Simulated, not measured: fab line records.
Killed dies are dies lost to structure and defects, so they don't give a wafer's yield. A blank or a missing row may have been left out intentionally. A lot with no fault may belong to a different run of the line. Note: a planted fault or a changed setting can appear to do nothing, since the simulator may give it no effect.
Split-lot study / flow berkeley cmos170 / route with 331 steps; 5 lots, 23 wafers read

== THE SPLIT ITSELF ==
At UCB170_PWELL_OXIDATION_02 (target thk 26.4 nm, ox time 1260 s), the setting temp c was moved away from the recipe's 1000 C on 15 of the 23 wafers read, by -2.8% to -1.5%. The other wafers ran this setting at the recipe's value.

No step appears in the file between the split and the reading.

== THE READING ==
PWELL_OXIDE_THK at UCB170_PWELL_THK_MEAS_03, in nm. Typical for fault-free wafers on this fab line: 26.5 nm, with standard deviation 0.41 nm.

wafer=L074.1; tool, chamber at the split=furnace-02, 0; temp c as run, C=1000; against the recipe=recipe; PWELL_OXIDE_THK, nm=26.5; against lot-mates on the recipe=-
wafer=L074.2; tool, chamber at the split=furnace-02, 0; temp c as run, C=1000; against the recipe=recipe; PWELL_OXIDE_THK, nm=26.3; against lot-mates on the recipe=-
wafer=L074.5; tool, chamber at the split=furnace-02, 0; temp c as run, C=1000; against the recipe=recipe; PWELL_OXIDE_THK, nm=26.4; against lot-mates on the recipe=-
wafer=L080.2; tool, chamber at the split=-, -; temp c as run, C=984.7; against the recipe=-1.5%; PWELL_OXIDE_THK, nm=22.6; against lot-mates on the recipe=no lot-mate on the recipe
wafer=L080.3; tool, chamber at the split=-, -; temp c as run, C=984.7; against the recipe=-1.5%; PWELL_OXIDE_THK, nm=21.8; against lot-mates on the recipe=no lot-mate on the recipe
wafer=L080.4; tool, chamber at the split=-, -; temp c as run, C=984.7; against the recipe=-1.5%; PWELL_OXIDE_THK, nm=22.3; against lot-mates on the recipe=no lot-mate on the recipe
wafer=L080.5; tool, chamber at the split=-, -; temp c as run, C=984.7; against the recipe=-1.5%; PWELL_OXIDE_THK, nm=22.1; against lot-mates on the recipe=no lot-mate on the recipe
wafer=L080.6; tool, chamber at the split=-, -; temp c as run, C=984.7; against the recipe=-1.5%; PWELL_OXIDE_THK, nm=22.8; against lot-mates on the recipe=no lot-mate on the recipe
wafer=L078.1; tool, chamber at the split=-, -; temp c as run, C=976.9; against the recipe=-2.3%; PWELL_OXIDE_THK, nm=20.7; against lot-mates on the recipe=no lot-mate on the recipe
wafer=L078.3; tool, chamber at the split=-, -; temp c as run, C=976.9; against the recipe=-2.3%; PWELL_OXIDE_THK, nm=20.8; against lot-mates on the recipe=no lot-mate on the recipe
wafer=L078.4; tool, chamber at the split=-, -; temp c as run, C=976.9; against the recipe=-2.3%; PWELL_OXIDE_THK, nm=20.2; against lot-mates on the recipe=no lot-mate on the recipe
wafer=L078.5; tool, chamber at the split=-, -; temp c as run, C=976.9; against the recipe=-2.3%; PWELL_OXIDE_THK, nm=20.4; against lot-mates on the recipe=no lot-mate on the recipe
wafer=L078.6; tool, chamber at the split=-, -; temp c as run, C=976.9; against the recipe=-2.3%; PWELL_OXIDE_THK, nm=20.8; against lot-mates on the recipe=no lot-mate on the recipe
wafer=L081.1; tool, chamber at the split=-, -; temp c as run, C=1000; against the recipe=recipe; PWELL_OXIDE_THK, nm=26.3; against lot-mates on the recipe=-
wafer=L081.2; tool, chamber at the split=-, -; temp c as run, C=1000; against the recipe=recipe; PWELL_OXIDE_THK, nm=26.8; against lot-mates on the recipe=-
wafer=L081.3; tool, chamber at the split=-, -; temp c as run, C=1000; against the recipe=recipe; PWELL_OXIDE_THK, nm=26.4; against lot-mates on the recipe=-
wafer=L081.5; tool, chamber at the split=-, -; temp c as run, C=1000; against the recipe=recipe; PWELL_OXIDE_THK, nm=26.8; against lot-mates on the recipe=-
wafer=L081.6; tool, chamber at the split=-, -; temp c as run, C=1000; against the recipe=recipe; PWELL_OXIDE_THK, nm=26.7; against lot-mates on the recipe=-
wafer=L084.2; tool, chamber at the split=-, -; temp c as run, C=971.8; against the recipe=-2.8%; PWELL_OXIDE_THK, nm=20.6; against lot-mates on the recipe=no lot-mate on the recipe
wafer=L084.3; tool, chamber at the split=-, -; temp c as run, C=971.8; against the recipe=-2.8%; PWELL_OXIDE_THK, nm=20.6; against lot-mates on the recipe=no lot-mate on the recipe
wafer=L084.4; tool, chamber at the split=-, -; temp c as run, C=971.8; against the recipe=-2.8%; PWELL_OXIDE_THK, nm=20.9; against lot-mates on the recipe=no lot-mate on the recipe
wafer=L084.5; tool, chamber at the split=-, -; temp c as run, C=971.8; against the recipe=-2.8%; PWELL_OXIDE_THK, nm=20.4; against lot-mates on the recipe=no lot-mate on the recipe
wafer=L084.6; tool, chamber at the split=-, -; temp c as run, C=971.8; against the recipe=-2.8%; PWELL_OXIDE_THK, nm=20.4; against lot-mates on the recipe=no lot-mate on the recipe

THE FIT
A straight line over all 23 wafers: PWELL_OXIDE_THK changes by +2.28 nm for each +1% of temp c; r = +0.98; the points scatter about the line by 0.56 nm.
Too few moved wafers with a lot-mate on the recipe to fit a line net of each lot's own level.

== THE WHOLE CHAIN: every reading that the file lists as answering this split, in the file's order ==
step=UCB170_PWELL_OXIDATION_02; what it does=target thk 26.4 nm, ox time 1260 s; reading=SiO2_of_PWELL_OXIDATION_02.thk nm (the simulator's own value, which no gauge read); change (the file's fit)=+2.28 nm for each +1% of the setting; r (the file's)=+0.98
step=UCB170_PWELL_THK_MEAS_03; what it does=; reading=PWELL_OXIDE_THK; change (the file's fit)=+2.28 for each +1% of the setting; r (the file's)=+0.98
step=UCB170_PWELL_ETCH_14; what it does=etches Si3N4 in CH3F/Ar/O2, stops on SiO2, target depth 242 nm, time 151 s; reading=SiO2_of_PWELL_OXIDATION_02.thk nm (the simulator's own value, which no gauge read); change (the file's fit)=+2.24 nm for each +1% of the setting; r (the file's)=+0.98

== FILE'S OWN FIT ==
PWELL_OXIDE_THK changes by +2.28 nm for each +1% of temp c, r = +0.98.
